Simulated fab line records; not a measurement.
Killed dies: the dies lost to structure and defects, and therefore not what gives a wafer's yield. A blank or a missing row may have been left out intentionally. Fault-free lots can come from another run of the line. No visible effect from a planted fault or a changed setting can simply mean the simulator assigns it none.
Lot-split experiment || flow rit_cmos || 23 wafers read across 5 lots, on a route 202 steps long

== ON THE SPLIT ==
At RIT_NRETRO_COAT_01 (resist thk 1300 nm), the setting resist_thk_nm was moved away from the recipe's 1300 nm on 7 of the 23 wafers read, by -3.9% to +4.4%. This setting was run at the recipe's value on the other wafers.

== THE PATH FROM SPLIT TO READING: the file shows 1 step between them ==
- RIT_NRETRO_DEVELOP_05: develop time 68 s (also split here: develop_time_s)

== THE READING ==
NOVOLAK_of_NRETRO_COAT_01.thk_nm (the simulator's own value, which no gauge read), in nm, at RIT_NRETRO_HARDBAKE_07 (time 120 s). The file gives no usual value for it. The 16 wafers here that ran the recipe average 1139 nm, standard deviation 2.2 nm.

{"wafer": "L075.2", "tool, chamber at the split": "litho_track-03, 0", "resist_thk_nm as run, nm": 1300, "against the recipe": "recipe", "NOVOLAK_of_NRETRO_COAT_01.thk_nm, nm": 1137, "against lot-mates on the recipe": "-"}
{"wafer": "L075.5", "tool, chamber at the split": "litho_track-03, 0", "resist_thk_nm as run, nm": 1300, "against the recipe": "recipe", "NOVOLAK_of_NRETRO_COAT_01.thk_nm, nm": 1137, "against lot-mates on the recipe": "-"}
{"wafer": "L075.3", "tool, chamber at the split": "litho_track-03, 0", "resist_thk_nm as run, nm": 1357, "against the recipe": "+4.4%", "NOVOLAK_of_NRETRO_COAT_01.thk_nm, nm": 1184, "against lot-mates on the recipe": "+46"}
{"wafer": "L075.4", "tool, chamber at the split": "litho_track-03, 0", "resist_thk_nm as run, nm": 1300, "against the recipe": "recipe", "NOVOLAK_of_NRETRO_COAT_01.thk_nm, nm": 1140, "against lot-mates on the recipe": "-"}
{"wafer": "L075.6", "tool, chamber at the split": "litho_track-03, 0", "resist_thk_nm as run, nm": 1357, "against the recipe": "+4.4%", "NOVOLAK_of_NRETRO_COAT_01.thk_nm, nm": 1185, "against lot-mates on the recipe": "+47"}
{"wafer": "L076.1", "tool, chamber at the split": "litho_track-02, 0", "resist_thk_nm as run, nm": 1249, "against the recipe": "-3.9%", "NOVOLAK_of_NRETRO_COAT_01.thk_nm, nm": 1094, "against lot-mates on the recipe": -43}
{"wafer": "L076.2", "tool, chamber at the split": "litho_track-02, 0", "resist_thk_nm as run, nm": 1300, "against the recipe": "recipe", "NOVOLAK_of_NRETRO_COAT_01.thk_nm, nm": 1136, "against lot-mates on the recipe": "-"}
{"wafer": "L076.3", "tool, chamber at the split": "litho_track-02, 0", "resist_thk_nm as run, nm": 1300, "against the recipe": "recipe", "NOVOLAK_of_NRETRO_COAT_01.thk_nm, nm": 1136, "against lot-mates on the recipe": "-"}
{"wafer": "L076.4", "tool, chamber at the split": "litho_track-02, 0", "resist_thk_nm as run, nm": 1249, "against the recipe": "-3.9%", "NOVOLAK_of_NRETRO_COAT_01.thk_nm, nm": 1099, "against lot-mates on the recipe": -38}
{"wafer": "L076.5", "tool, chamber at the split": "litho_track-02, 0", "resist_thk_nm as run, nm": 1300, "against the recipe": "recipe", "NOVOLAK_of_NRETRO_COAT_01.thk_nm, nm": 1139, "against lot-mates on the recipe": "-"}
{"wafer": "L078.1", "tool, chamber at the split": "litho_track-01, 0", "resist_thk_nm as run, nm": 1300, "against the recipe": "recipe", "NOVOLAK_of_NRETRO_COAT_01.thk_nm, nm": 1144, "against lot-mates on the recipe": "-"}
{"wafer": "L078.2", "tool, chamber at the split": "litho_track-01, 0", "resist_thk_nm as run, nm": 1300, "against the recipe": "recipe", "NOVOLAK_of_NRETRO_COAT_01.thk_nm, nm": 1140, "against lot-mates on the recipe": "-"}
{"wafer": "L078.4", "tool, chamber at the split": "litho_track-01, 0", "resist_thk_nm as run, nm": 1300, "against the recipe": "recipe", "NOVOLAK_of_NRETRO_COAT_01.thk_nm, nm": 1139, "against lot-mates on the recipe": "-"}
{"wafer": "L078.5", "tool, chamber at the split": "litho_track-01, 0", "resist_thk_nm as run, nm": 1300, "against the recipe": "recipe", "NOVOLAK_of_NRETRO_COAT_01.thk_nm, nm": 1141, "against lot-mates on the recipe": "-"}
{"wafer": "L078.6", "tool, chamber at the split": "litho_track-01, 0", "resist_thk_nm as run, nm": 1300, "against the recipe": "recipe", "NOVOLAK_of_NRETRO_COAT_01.thk_nm, nm": 1141, "against lot-mates on the recipe": "-"}
{"wafer": "L083.2", "tool, chamber at the split": "litho_track-01, 0", "resist_thk_nm as run, nm": 1300, "against the recipe": "recipe", "NOVOLAK_of_NRETRO_COAT_01.thk_nm, nm": 1141, "against lot-mates on the recipe": "-"}
{"wafer": "L083.4", "tool, chamber at the split": "litho_track-01, 0", "resist_thk_nm as run, nm": 1300, "against the recipe": "recipe", "NOVOLAK_of_NRETRO_COAT_01.thk_nm, nm": 1141, "against lot-mates on the recipe": "-"}
{"wafer": "L083.6", "tool, chamber at the split": "litho_track-01, 0", "resist_thk_nm as run, nm": 1300, "against the recipe": "recipe", "NOVOLAK_of_NRETRO_COAT_01.thk_nm, nm": 1139, "against lot-mates on the recipe": "-"}
{"wafer": "L084.1", "tool, chamber at the split": "litho_track-02, 0", "resist_thk_nm as run, nm": 1300, "against the recipe": "recipe", "NOVOLAK_of_NRETRO_COAT_01.thk_nm, nm": 1136, "against lot-mates on the recipe": "-"}
{"wafer": "L084.2", "tool, chamber at the split": "litho_track-02, 0", "resist_thk_nm as run, nm": 1342, "against the recipe": "+3.2%", "NOVOLAK_of_NRETRO_COAT_01.thk_nm, nm": 1173, "against lot-mates on the recipe": "+36"}
{"wafer": "L084.3", "tool, chamber at the split": "litho_track-02, 0", "resist_thk_nm as run, nm": 1300, "against the recipe": "recipe", "NOVOLAK_of_NRETRO_COAT_01.thk_nm, nm": 1139, "against lot-mates on the recipe": "-"}
{"wafer": "L084.4", "tool, chamber at the split": "litho_track-02, 0", "resist_thk_nm as run, nm": 1342, "against the recipe": "+3.2%", "NOVOLAK_of_NRETRO_COAT_01.thk_nm, nm": 1174, "against lot-mates on the recipe": "+36"}
{"wafer": "L084.5", "tool, chamber at the split": "litho_track-02, 0", "resist_thk_nm as run, nm": 1342, "against the recipe": "+3.2%", "NOVOLAK_of_NRETRO_COAT_01.thk_nm, nm": 1175, "against lot-mates on the recipe": "+38"}

FIT RESULTS
A straight line over all 23 wafers: NOVOLAK_of_NRETRO_COAT_01.thk_nm changes by +10.7 nm for each +1% of resist_thk_nm; r = +1.00; the points scatter about the line by 2.2 nm.
The same after taking each lot's own level away (the mean of its wafers on the recipe; 23 wafers): +10.7 nm for each +1%; r = +1.00; scatter 1.7 nm.
On that fit, the largest move of resist_thk_nm shifts the reading by 47 nm.
From 1137.0 to 1141.0 nm: that is the span of the lots' own levels, equal to 1.8 times the standard deviation above.
Consequently the slope shifts little with the lot-to-lot level, the two slopes agreeing.
Check: with one of the wafers moved furthest among these (+4.4%) left out of the fit, the line predicts +47.6 nm for it against its lot-mates. Against them it came out at +46 nm.

== THESE WAFERS: OTHER SPLITS ==
Other splits were also applied to these wafers ahead of the reading. Each is held against what the fit with the lots' levels taken away leaves over:
{"other split on the same wafers": "RIT_ACTIVE_DEVELOP_10 develop_time_s", "wafers away from the commonest value": 5, "r with NOVOLAK_of_NRETRO_COAT_01.thk_nm (lot level and that fit taken away)": -0.08}
{"other split on the same wafers": "RIT_ACTIVE_ETCH_13 over_etch_frac", "wafers away from the commonest value": 7, "r with NOVOLAK_of_NRETRO_COAT_01.thk_nm (lot level and that fit taken away)": "+0.13"}
{"other split on the same wafers": "RIT_FOX2_OXIDATION_00 temp_c", "wafers away from the commonest value": 18, "r with NOVOLAK_of_NRETRO_COAT_01.thk_nm (lot level and that fit taken away)": -0.24}
{"other split on the same wafers": "RIT_PWELL_COAT_01 resist_thk_nm", "wafers away from the commonest value": 7, "r with NOVOLAK_of_NRETRO_COAT_01.thk_nm (lot level and that fit taken away)": -0.24}
{"other split on the same wafers": "RIT_NRETRO_DEVELOP_05 develop_time_s", "wafers away from the commonest value": 6, "r with NOVOLAK_of_NRETRO_COAT_01.thk_nm (lot level and that fit taken away)": "+0.25"}

== THE WHOLE CHAIN: every reading that the file lists as answering this split, in the file's order ==
{"step": "RIT_NRETRO_COAT_01", "what it does": "resist thk 1300 nm", "reading": "NOVOLAK_of_NRETRO_COAT_01.thk_nm (the simulator's own value, which no gauge read)", "change (the file's fit)": "+12.4 nm for each +1% of the setting", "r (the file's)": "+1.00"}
{"step": "RIT_NRETRO_HARDBAKE_07", "what it does": "time 120 s", "reading": "NOVOLAK_of_NRETRO_COAT_01.thk_nm (the simulator's own value, which no gauge read)", "change (the file's fit)": "+10.7 nm for each +1% of the setting", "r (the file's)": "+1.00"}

== FILE'S OWN FIT ==
NOVOLAK_of_NRETRO_COAT_01.thk_nm changes by +10.7 nm for each +1% of resist_thk_nm, r = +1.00.
